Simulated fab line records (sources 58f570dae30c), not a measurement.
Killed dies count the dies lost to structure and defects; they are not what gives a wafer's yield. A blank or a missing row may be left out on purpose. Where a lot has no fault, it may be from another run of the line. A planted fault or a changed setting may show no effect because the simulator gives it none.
A lot that was struck, set against a sound lot / flow berkeley_cmos170 / 19 steps out of a route of 331
Sound: these wafers, L299.1, L299.2, L299.5. The struck wafers were L307.1, L307.4, L307.5. At the end, the cause is stated.
Order at every step that has rows: each side's tool, ch and its chambers, its first start. Under that, the readings that differ: sound wafers / struck wafers / difference of the means / sigmas: that difference in standard deviations of wafers without a fault.
alike: same words and numbers on both sides, and readings whose means sit less than 2 such deviations apart. not compared: any withheld reading, any reading some wafer has no value for, any bound like >300 that may hide the same value, and any number with overlapping values for which the record gives no deviation.
The two part at a step that has a row with sigmas, a row that says differs or no value, or rows on one side only. Non-overlapping numbers with no deviation appear without sigmas and do not part them. Lack of a reading on every wafer of one side parts them only where that side has two or more wafers.

first, 2 steps without rows for these wafers: UCB170_GATE_ANNEAL_03 (time 1800 s); UCB170_GATE_CVD_04 (deposits poly-Si from SiH4, time 1440 s, target thk 214 nm).
UCB170_GATE_THK_MEAS_05:
  sound on film_metro-03 at day 7 05:26; struck on film_metro-02 at day 9 06:36
  alike: GATE_POLY_THK
then, 6 steps without rows for these wafers: UCB170_GATE_COAT_06; UCB170_GATE_COAT_07 (resist thk 900 nm); UCB170_GATE_SOFTBAKE_08 (time 60 s); UCB170_GATE_EXPOSE_09 (exposes mask POLY, target cd 350 nm); UCB170_GATE_PEB_10; UCB170_GATE_DEVELOP_11 (develop time 45 s).
UCB170_GATE_CD_MEAS_12 targets a cd of 350 nm.
  sound on cd_sem-02 at day 7 07:26; struck on cd_sem-02 at day 9 07:45
  alike: cd_nm
UCB170_GATE_OVL_MEAS_13:
  sound on overlay-02 at day 7 07:33; struck on overlay-02 at day 9 07:52
  alike: GATE_OVL
UCB170_GATE_ETCH_14: etches BARC in N2/H2.
  sound on rie_diel-04 ch 1,2, day 7 07:35; struck on rie_diel-04 ch 0,2,3, day 9 07:54
  alike: drypump_motor_current_A, oes_product_au, throttle_valve_pct
UCB170_GATE_ETCH_15: etches poly-Si in HBr/Cl2, stops on SiO2, time 56.3 s, target depth 278.2 nm.
  sound on rie_si-02 ch 1,3, day 7 07:37; struck on rie_si-02 ch 1,3, day 9 07:56
reading=model.KrF_of_GATE_COAT_07.thk_nm (nm); sound=786.9 785.7 784.7; struck=801.6 804.3 807.8; difference=+18.8; sigmas=
  alike: drypump_motor_current_A, mfc_cl2_sccm, oes_product_au, throttle_valve_pct
  not compared: rf_hours_counter_h
UCB170_GATE_STRIP_16: strips in O2.
  sound on plasma_asher-03 ch 0,1, day 7 07:40; struck on plasma_asher-02 ch 0,1, day 9 07:59
  alike: drypump_motor_current_A, oes_product_au
  not compared: rf_hours_counter_h
UCB170_GATE_CD_MEAS_90 targets a cd of 350 nm.
  sound on cd_sem-02 at day 7 08:16; struck on cd_sem-01 at day 9 08:05
  alike: cd_nm
then, 1 step without rows for these wafers: UCB170_GATE_CLEAN_17 (cleans in SPM, time 600 s).
UCB170_PLDD_HMDS_00: prime time 60 s.
  sound on litho_track-01 ch 0, day 7 08:34; struck on litho_track-01 ch 0, day 9 08:23
UCB170_PLDD_COAT_01: resist thk 900 nm.
  sound on litho_track-01 ch 0, day 7 08:43; struck on litho_track-01 ch 0, day 9 08:32
UCB170_M3_PROBE_99:
  sound on prober-01 at day 8 23:29; struck on prober-01 at day 10 20:17
reading=model.etest.pldd.line_ohm_um; sound=1759 1854 1850; struck=1916 2500 2845; difference=+599; sigmas=
reading=model.etest.pldd.rs_ohm_sq; sound=1083 1117 1109; struck=1140 1505 1672; difference=+336; sigmas=
reading=model.etest.nldd.line_ohm_um; sound=1257 1278 1270; struck=1315 1484 1549; difference=+181; sigmas=
reading=model.etest.nldd.rs_ohm_sq; sound=768 765.2 755.9; struck=792.6 884.4 916.7; difference=+101.5; sigmas=
  not compared: model.etest.nplus_sal.width_nm, model.etest.pplus_sal.width_nm, model.etest.pplus_sal.line_ohm_um, model.etest.nplus_sal.line_ohm_um

## WHERE THEY PART
Nowhere in this record.

WHY: what the simulator had put in
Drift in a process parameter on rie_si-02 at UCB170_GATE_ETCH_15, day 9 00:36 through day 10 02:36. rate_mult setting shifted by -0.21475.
